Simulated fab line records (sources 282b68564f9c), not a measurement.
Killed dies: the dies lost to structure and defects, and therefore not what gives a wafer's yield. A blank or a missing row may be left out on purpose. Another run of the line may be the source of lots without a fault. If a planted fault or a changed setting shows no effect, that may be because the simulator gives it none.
A struck lot beside a sound one	flow rit cmos	16 steps out of a route of 202
Sound: these wafers, L763.4, L763.5, L763.6. The struck wafers were L766.1, L766.2, L766.6. Last of all comes the cause.
Order at every step that has rows: each side's tool, ch and its chambers, its first start. Under that, the readings that differ: sound wafers	struck wafers	difference of the means	sigmas: that difference in standard deviations of wafers without a fault.
alike: a reading whose means differ by less than 2 such deviations, as well as words and numbers matching on both sides. not compared: withheld readings; readings where some wafer has no value; bounds like >300 that might hide an equal value; numbers whose values overlap and for which the record gives no deviation.
The two part at a step that has a row with sigmas, a row that says differs or no value, or rows on one side only. Numbers that don't overlap but have no deviation are shown without sigmas and don't part them. A reading that every wafer of one side lacks parts them only if that side has two wafers or more.

first, 4 steps without rows for these wafers: RIT_PLDD_SOFTBAKE_02 (time 60 s); RIT_PLDD_EXPOSE_03 (exposes mask M8, target cd 40900 nm); RIT_PLDD_PEB_04; RIT_PLDD_DEVELOP_05 (develop time 50 s).
RIT_PLDD_OVL_MEAS_06:
  sound on overlay-01, day 3 17:07; struck on overlay-01, day 4 05:37
  alike: PLDD_OVL
then, 2 steps without rows for these wafers: RIT_PLDD_HARDBAKE_07 (time 60 s); RIT_PLDD_IMPLANT_08.
RIT_PLDD_STRIP_09: strips in O2, time 180 s.
  sound on plasma asher-01 ch 0,1, day 3 17:30; struck on plasma asher-03 ch 0,1, day 4 05:57
  alike: drypump motor current A
  not compared: rf hours counter h
RIT_PLDD_TW_MEAS_10:
  sound on film metro-03, day 3 17:39; struck on film metro-02, day 4 06:07
  alike: PLDD_TW
then, 3 steps without rows for these wafers: RIT_SPACER_CLEAN_00 (cleans in SC1, time 600 s); RIT_SPACER_CLEAN_01 (cleans in dHF, time 30 s); RIT_SPACER_CLEAN_02 (cleans in SC2, time 600 s).
RIT_SPACER_CVD_03: deposits Si3N4 from SiH2Cl2/NH3, target thk 250 nm, time 3300 s.
  sound on lpcvd-01 ch 0, day 3 18:02; struck on lpcvd-01 ch 0, day 4 06:34
reading	sound	struck	difference	sigmas
model.Si3N4_of_SPACER_CVD_03.thk nm (nm)	248.6 251.3 249.2	359.4 362.3 361.1	+111.2	
  alike: zone power source pct
RIT_SPACER_THK_MEAS_04:
  sound on film metro-01, day 3 19:59; struck on film metro-01, day 4 08:29
reading	sound	struck	difference	sigmas
SPACER_NITRIDE_THK (nm)	248.4 251.1 249.1	359.4 362.5 361.3	+111.5	+46
RIT_SPACER_ETCHBACK_05: etches Si3N4 in SF6/CHF3, stops on SiO2, target depth 250 nm, time 240 s.
  sound on rie diel-02 ch 0,1,2, day 3 20:01; struck on rie diel-03 ch 1,3, day 4 08:32
reading	sound	struck	difference	sigmas
oes product au (a.u.)	0.838 0.849 0.843	0.991 1.004 1.020	+0.162	+12
model.Si3N4_of_SPACER_CVD_03.thk nm (nm)	194.6 197.5 193.9	284 284.9 283.1	+89	
model.etch.depth nm (nm)	248.6 251.3 249.2	303.5 308.9 312.6	+58.6	
  alike: CHF3_flow_sccm, drypump motor current A, throttle valve pct
  not compared: rf hours counter h
RIT_M1_PROBE_99:
  sound on prober-01, day 4 07:50; struck on prober-02, day 4 19:45
reading	sound	struck	difference	sigmas
killed at front end	3 4 10	264 264 264	+258	+92
killed dies	3 4 10	264 264 264	+258	+92
killed on rim	1 3 5	70 70 70	+67	+48
  alike: killed at contacts, killed open, killed short

## WHERE THEY PART
At RIT_SPACER_THK_MEAS_04 first; at RIT_M1_PROBE_99 last (within this record only).

WHY: what had been put in by the simulator
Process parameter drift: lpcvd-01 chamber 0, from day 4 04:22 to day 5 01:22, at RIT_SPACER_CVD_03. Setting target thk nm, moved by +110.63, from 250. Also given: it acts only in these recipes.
